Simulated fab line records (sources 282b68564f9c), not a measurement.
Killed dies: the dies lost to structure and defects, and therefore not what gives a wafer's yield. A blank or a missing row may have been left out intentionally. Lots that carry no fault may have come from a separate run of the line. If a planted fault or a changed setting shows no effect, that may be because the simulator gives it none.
Problem report in the 8D (eight disciplines) form, filled by code / flow rit_cmos / the parts of the form that need people (team, actions taken, sign-off) are left out

1. WHAT WENT WRONG
Wafers free of any fault read 149.9 nm (standard deviation 1.5) for ACTIVE_NITRIDE_THK at RIT_ACTIVE_THK_MEAS_04, against a mean of 253.2 nm on 6 wafers of 2 lots. Measured from the usual mean, that is +69 standard deviations.
Seen first at day 3 11:16 on film_metro-02, wafer L590.4. The record holds 42 wafers of 14 lots with a number at this step. Rule for "out" (also "out of limits"): further than 4 standard deviations from the usual mean. All remaining wafers that have a number are taken as sound.

2. WHAT IT IS, AND WHAT IT ISN'T
question=which readings at this step | is=ACTIVE_NITRIDE_THK | is not=-
question=which lots | is=L590, L595 | is not=L581, L582, L583, L584, L585, L586, L588, L589, L591, L598, L600, L603
question=which wafers of those lots | is=all that have a number | is not=-
question=read on which gauges | is=film_metro-02, film_metro-03 | is not=film_metro-04
question=when | is=from day 3 11:16 | is not=up to then (24 sound wafers); but 12 sound wafers of L591, L598, L600, L603 came after

3. WHAT RULES OUT EACH SUSPECT
Counting: a tool at a process step up to the reading stays a suspect if it ran every lot that is out and no sound lot after the first of them.
- the gauge at RIT_ACTIVE_THK_MEAS_04 has been ruled out. The wafers that are out were read on 2 gauges (film_metro-02, film_metro-03).
- lpcvd-02 at RIT_ACTIVE_CVD_03 (deposits Si3N4 from SiH2Cl2/NH3, target thk 150 nm, time 1500 s): kept. It processed each lot that is out, first L590 at day 3 09:07, and no sound lot thereafter; up to then, the last sound lot it processed was L588 at day 3 00:54. Its own readings are out on those wafers: spike_tc_centre_C, spike_tc_load_C, spike_tc_source_C, susceptor_temp_C.
The count leaves lpcvd-02 at RIT_ACTIVE_CVD_03.

4. THE CAUSE (what the simulator had put in)
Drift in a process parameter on lpcvd-02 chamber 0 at RIT_ACTIVE_CVD_03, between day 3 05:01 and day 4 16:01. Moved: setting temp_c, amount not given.
Only this tool survived the counting.

5. THE EFFECT CHAIN, in route order
Each row: a reading whose mean over the struck wafers that have a number lies more than 3 standard deviations from the usual. Readings are gone through only where the record gives a usual standard deviation; hours: the median, over the lots, of the time from a lot's start at the first step in this table giving one to that lot's start at this step; sigmas: the change measured in usual standard deviations.
hours=0; step=RIT_ACTIVE_CVD_03; reading=spike_tc_centre_C; usual=813.6 C; on struck wafers=850.3; change=+36.7; sigmas=+28
hours=0; step=RIT_ACTIVE_CVD_03; reading=spike_tc_load_C; usual=836.1 C; on struck wafers=874.5; change=+38.4; sigmas=+23
hours=0; step=RIT_ACTIVE_CVD_03; reading=spike_tc_source_C; usual=830 C; on struck wafers=868; change=+38; sigmas=+10
hours=0; step=RIT_ACTIVE_CVD_03; reading=susceptor_temp_C; usual=810.1 C; on struck wafers=848.0; change=+37.9; sigmas=+99 or more
hours=2; step=RIT_ACTIVE_THK_MEAS_04; reading=ACTIVE_NITRIDE_THK; usual=149.9 nm; on struck wafers=253.2; change=+103.3; sigmas=+69
hours=3; step=RIT_ACTIVE_ETCH_13; reading=oes_product_au; usual=0.818 a.u.; on struck wafers=1.002; change=+0.184; sigmas=+13
Process steps it contains:
- RIT_ACTIVE_CVD_03: deposits Si3N4 from SiH2Cl2/NH3, target thk 150 nm, time 1500 s.
- RIT_ACTIVE_ETCH_13: etches Si3N4 in SF6, stops on SiO2, time 210 s, target depth 210 nm.

6. WHAT WOULD HAVE CAUGHT IT SOONER
The first out-of-limits reading at a measuring or inspecting step in this record came at day 3 11:16, 6 hours after the fault's start at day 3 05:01.
At RIT_ACTIVE_CVD_03, the tool's own readings (spike_tc_centre_C, spike_tc_load_C, spike_tc_source_C, susceptor_temp_C) were out on each struck wafer the step has a row for, so an alarm limit on them would have fired on the first such wafer.
Of the lots that are out (2), L595 began RIT_ACTIVE_CVD_03 on lpcvd-02 after day 3 11:16. Putting the tool on hold at that point would have spared it.
